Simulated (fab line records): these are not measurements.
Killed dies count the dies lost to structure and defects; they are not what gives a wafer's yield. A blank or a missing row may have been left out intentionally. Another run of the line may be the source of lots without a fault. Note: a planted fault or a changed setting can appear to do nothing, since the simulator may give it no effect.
Which of the tools did it?    flow berkeley-cmos170    Sampling: 14 lots, 42 wafers, 7 of 331 route steps

WHAT THE GAUGES READ, wafer by wafer
UCB170_PSD_TW_MEAS_10. Usual: PSD_TW 2315, standard deviation 21.
lot   measured      on             PSD_TW          flag
L419  day 8 01:55   film-metro-02  2323 2313 2327  
L418  day 8 02:29   film-metro-02  2312 2329 2324  
L420  day 8 08:26   film-metro-02  2329 2306 2333  
L422  day 8 07:46   film-metro-03  2301 2284 2294  
L424  day 8 19:51   film-metro-02  2313 2318 2305  
L425  day 8 19:35   film-metro-03  2293 2288 2291  
L423  day 8 19:28   film-metro-01  2342 2331 2347  
L427  day 10 10:19  film-metro-03  2034 2049 2042  OFF
L430  day 10 04:25  film-metro-03  2293 2299 2276  
L436  day 11 00:23  film-metro-03  2293 2293 2295  
L433  day 11 00:37  film-metro-02  2076 2063 2074  OFF
L438  day 10 23:53  film-metro-03  2284 2294 2272  
L435  day 11 13:16  film-metro-01  2323 2335 2332  
L440  day 11 20:25  film-metro-03  2291 2289 2288  

UCB170_NSD_OVL_MEAS_07. Usual: NSD_OVL 3 nm, standard deviation 5.1.
lot   measured      on          NSD_OVL (nm)  flag
L419  day 8 06:22   overlay-01  -1 13 10      
L418  day 8 07:12   overlay-01  1 -4 -5       
L420  day 8 11:11   overlay-02  5 -8 9        
L422  day 8 10:26   overlay-01  4 -2 3        
L424  day 8 22:34   overlay-01  4 5 4         
L425  day 8 22:52   overlay-02  3 6 6         
L423  day 8 22:14   overlay-02  4 1 -6        
L427  day 10 12:33  overlay-02  2 8 5         
L430  day 10 11:31  overlay-01  6 6 1         
L436  day 11 04:31  overlay-01  -1 -8 3       
L433  day 11 04:31  overlay-02  5 0 -4        
L438  day 11 03:47  overlay-01  -7 -11 3      
L435  day 11 15:43  overlay-01  7 1 -1        
L440  day 11 21:49  overlay-02  13 13 9       

UCB170_SDANNEAL_RS_MEAS_02: measurement is done with a four-point probe. Usual: PSD_RS 75.6 ohm/sq, standard deviation 0.32.
lot   measured      on             PSD_RS (ohm/sq)  flag
L419  day 8 08:55   film-metro-03  75.6 75.4 75.4   
L418  day 8 09:33   film-metro-03  75.3 75.5 75.6   
L420  day 8 12:56   film-metro-03  75.2 75.6 75.3   
L422  day 8 12:02   film-metro-02  75.9 75.9 75.4   
L424  day 9 00:41   film-metro-03  75.4 75.4 75.4   
L425  day 9 00:58   film-metro-01  75.5 75.7 75.7   
L423  day 9 00:15   film-metro-01  75.4 75.5 75.5   
L427  day 10 14:29  film-metro-03  97.2 97.0 96.5   OFF
L430  day 10 13:33  film-metro-02  75.5 76.0 75.9   
L436  day 11 06:50  film-metro-01  75.5 75.8 75.8   
L433  day 11 07:08  film-metro-02  96.5 96.6 96.8   OFF
L438  day 11 06:14  film-metro-02  75.5 75.3 75.5   
L435  day 11 17:25  film-metro-03  75.8 75.3 75.7   
L440  day 11 23:36  film-metro-02  75.7 76.0 75.8   

WHICH TOOL RAN EACH LOT (tool, then ch and the chambers of the sampled wafers, then the start)
lot   UCB170_ACTIVE_STRIP_16               UCB170_PFIELD_STRIP_08               UCB170_PSD_IMPLANT_08            UCB170_PSD_STRIP_09
L419  plasma-asher-03 ch 0,1, day 5 01:56  plasma-asher-04 ch 1, day 5 03:52    implanter-01 ch 0, day 8 01:41   plasma-asher-04 ch 0,1, day 8 01:48
L418  plasma-asher-02 ch 0,1, day 5 02:16  plasma-asher-03 ch 0,1, day 5 04:08  implanter-01 ch 0, day 8 02:14   plasma-asher-04 ch 0,1, day 8 02:23
L420  plasma-asher-02 ch 0,1, day 5 17:10  plasma-asher-03 ch 0,1, day 5 20:43  implanter-01 ch 0, day 8 08:13   plasma-asher-01 ch 0,1, day 8 08:21
L422  plasma-asher-01 ch 0,1, day 5 17:15  plasma-asher-02 ch 0,1, day 5 21:18  implanter-03 ch 0, day 8 07:31   plasma-asher-01 ch 0,1, day 8 07:40
L424  plasma-asher-02 ch 0,1, day 6 00:25  plasma-asher-04 ch 0,1, day 6 05:01  implanter-01 ch 0, day 8 19:36   plasma-asher-04 ch 0,1, day 8 19:45
L425  plasma-asher-01 ch 0,1, day 6 01:01  plasma-asher-02 ch 0,1, day 6 05:22  implanter-02 ch 0, day 8 19:20   plasma-asher-01 ch 0,1, day 8 19:29
L423  plasma-asher-03 ch 0,1, day 6 01:12  plasma-asher-03 ch 0,1, day 6 05:08  implanter-03 ch 0, day 8 19:14   plasma-asher-03 ch 1, day 8 19:22
L427  plasma-asher-03 ch 0,1, day 7 07:40  plasma-asher-04 ch 0,1, day 7 11:36  implanter-03 ch 0, day 10 10:05  plasma-asher-03 ch 0,1, day 10 10:13
L430  plasma-asher-03 ch 0,1, day 7 07:53  plasma-asher-03 ch 0,1, day 7 12:17  implanter-02 ch 0, day 10 04:10  plasma-asher-04 ch 0,1, day 10 04:19
L436  plasma-asher-01 ch 0,1, day 8 02:34  plasma-asher-03 ch 0,1, day 8 07:13  implanter-02 ch 0, day 11 00:08  plasma-asher-04 ch 0,1, day 11 00:17
L433  plasma-asher-03 ch 0,1, day 8 02:47  plasma-asher-04 ch 0,1, day 8 07:26  implanter-03 ch 0, day 11 00:23  plasma-asher-03 ch 0,1, day 11 00:30
L438  plasma-asher-02 ch 0,1, day 8 03:01  plasma-asher-03 ch 0,1, day 8 07:39  implanter-01 ch 0, day 10 23:38  plasma-asher-01 ch 0,1, day 10 23:46
L435  plasma-asher-03 ch 0,1, day 8 13:23  plasma-asher-02 ch 0,1, day 8 15:08  implanter-02 ch 0, day 11 13:01  plasma-asher-01 ch 0,1, day 11 13:10
L440  plasma-asher-03 ch 0,1, day 9 00:05  plasma-asher-04 ch 1, day 9 03:22    implanter-01 ch 0, day 11 20:11  plasma-asher-01 ch 0, day 11 20:18
- UCB170_ACTIVE_STRIP_16: strips in O2.
- UCB170_PFIELD_STRIP_08: strips in O2.
- UCB170_PSD_IMPLANT_08
- UCB170_PSD_STRIP_09: strips in O2.

AS READ BY THE TOOLS THEMSELVES (means over the sampled wafers that have a number; for cases with no such wafer, the mark the record gives instead)
UCB170_ACTIVE_STRIP_16. Usual: drypump-motor-current-A 5.9 A, standard deviation 0.51; oes-product-au 0.722 a.u., standard deviation 0.0042; strip-time-to-endpoint-s 18.10 s, standard deviation 0.11.
lot   tool             drypump-motor-current-A (A)  oes-product-au (a.u.)  strip-time-to-endpoint-s (s)  flag
L419  plasma-asher-03  5.8                          0.719                  18.10                         
L418  plasma-asher-02  6.2                          0.721                  18.05                         
L420  plasma-asher-02  5.9                          0.721                  18.16                         
L422  plasma-asher-01  5.5                          0.721                  18.12                         
L424  plasma-asher-02  5.9                          0.724                  18.12                         
L425  plasma-asher-01  5.5                          0.719                  18.18                         
L423  plasma-asher-03  6.2                          0.719                  17.96                         
L427  plasma-asher-03  6.2                          0.721                  18.01                         
L430  plasma-asher-03  6.2                          0.725                  18.07                         
L436  plasma-asher-01  5.5                          0.721                  18.07                         
L433  plasma-asher-03  6.2                          0.718                  18.02                         
L438  plasma-asher-02  5.9                          0.727                  18.19                         
L435  plasma-asher-03  6.2                          0.723                  18.22                         
L440  plasma-asher-03  6.2                          0.727                  18.17                         

UCB170_PFIELD_STRIP_08. Usual: drypump-motor-current-A 6.0 A, standard deviation 0.64; oes-product-au 0.734 a.u., standard deviation 0.0051; strip-time-to-endpoint-s 21.65 s, standard deviation 0.066.
lot   tool             drypump-motor-current-A (A)  oes-product-au (a.u.)  strip-time-to-endpoint-s (s)  flag
L419  plasma-asher-04  6.8                          0.736                  21.68                         
L418  plasma-asher-03  5.8                          0.733                  21.57                         
L420  plasma-asher-03  6.2                          0.735                  21.52                         
L422  plasma-asher-02  5.9                          0.735                  21.62                         
L424  plasma-asher-04  5.6                          0.729                  21.62                         
L425  plasma-asher-02  5.9                          0.734                  21.61                         
L423  plasma-asher-03  5.7                          0.734                  21.75                         
L427  plasma-asher-04  6.2                          0.734                  21.66                         
L430  plasma-asher-03  6.2                          0.732                  21.65                         
L436  plasma-asher-03  6.2                          0.738                  21.62                         
L433  plasma-asher-04  5.6                          0.730                  21.77                         
L438  plasma-asher-03  5.8                          0.734                  21.62                         
L435  plasma-asher-02  6.2                          0.735                  21.63                         
L440  plasma-asher-04  6.7                          0.732                  21.67                         

UCB170_PSD_IMPLANT_08. Usual: dose-ions-cm2 2.999e+15, standard deviation 3.2e+12; end-station-pressure-torr 1.26e-05 Torr, standard deviation 6.4e-07; faraday-current-uA 9275, standard deviation 180.
lot   tool          dose-ions-cm2  end-station-pressure-torr (Torr)  faraday-current-uA  flag
L419  implanter-01  2.998e+15      1.29e-05                          9137                
L418  implanter-01  3.004e+15      1.29e-05                          9461                
L420  implanter-01  3.000e+15      1.25e-05                          9349                
L422  implanter-03  2.996e+15      1.24e-05                          9231                
L424  implanter-01  3.002e+15      1.25e-05                          9111                
L425  implanter-02  2.994e+15      1.30e-05                          9382                
L423  implanter-03  2.999e+15      1.22e-05                          9154                
L427  implanter-03  2.098e+15      1.03e-05                          6521                OFF
L430  implanter-02  3.000e+15      1.28e-05                          9082                
L436  implanter-02  2.997e+15      1.19e-05                          9289                
L433  implanter-03  2.100e+15      1.06e-05                          6523                OFF
L438  implanter-01  3.000e+15      1.31e-05                          9403                
L435  implanter-02  2.996e+15      1.27e-05                          9376                
L440  implanter-01  2.997e+15      1.30e-05                          9469                

UCB170_PSD_STRIP_09. Usual: drypump-motor-current-A 5.8 A, standard deviation 0.58; oes-product-au 0.600 a.u., standard deviation 0.0045; strip-time-to-endpoint-s 29.40 s, standard deviation 0.064.
lot   tool             drypump-motor-current-A (A)  oes-product-au (a.u.)  strip-time-to-endpoint-s (s)  flag
L419  plasma-asher-04  5.6                          0.598                  29.39                         
L418  plasma-asher-04  6.2                          0.598                  29.42                         
L420  plasma-asher-01  5.6                          0.604                  29.43                         
L422  plasma-asher-01  5.5                          0.603                  29.42                         
L424  plasma-asher-04  6.2                          0.598                  29.35                         
L425  plasma-asher-01  5.5                          0.599                  29.36                         
L423  plasma-asher-03  6.5                          0.596                  29.43                         
L427  plasma-asher-03  5.7                          0.656                  25.59                         OFF
L430  plasma-asher-04  5.6                          0.599                  29.41                         
L436  plasma-asher-04  5.6                          0.600                  29.30                         
L433  plasma-asher-03  5.8                          0.651                  25.72                         OFF
L438  plasma-asher-01  5.6                          0.598                  29.46                         
L435  plasma-asher-01  5.6                          0.602                  29.35                         
L440  plasma-asher-01  5.6                          0.598                  29.45                         

THE ANSWER, worked out from the rows above alone
Rule: take the mean of a lot's wafers that have a number; if it is more than 3 standard deviations from the usual mean, the lot is off. A lot without any number at a reading at which 4 lots or more have one is off too. The other lots that the step has rows for count as sound. First the gauges in route order, then the tools' own readings, where a lot's mean is used as printed above. At the first step where some lot is off, the reading lying furthest off is the one used; lots without a number count as furthest.
Off: L427, L433, at UCB170_PSD_TW_MEAS_10 (PSD_TW).
If a tool, at a process step before that reading, ran all the lots that are off and no sound lot after the first of them, it fits. The gauges at UCB170_PSD_TW_MEAS_10 aren't tried: what is off there is off at UCB170_PSD_IMPLANT_08 too, on other tools, and a gauge's error can't cause that. This does not decide it: 2 tools fit, namely implanter-03 at UCB170_PSD_IMPLANT_08 and plasma-asher-03 at UCB170_PSD_STRIP_09.

WHAT THE SIMULATOR HAD PUT IN
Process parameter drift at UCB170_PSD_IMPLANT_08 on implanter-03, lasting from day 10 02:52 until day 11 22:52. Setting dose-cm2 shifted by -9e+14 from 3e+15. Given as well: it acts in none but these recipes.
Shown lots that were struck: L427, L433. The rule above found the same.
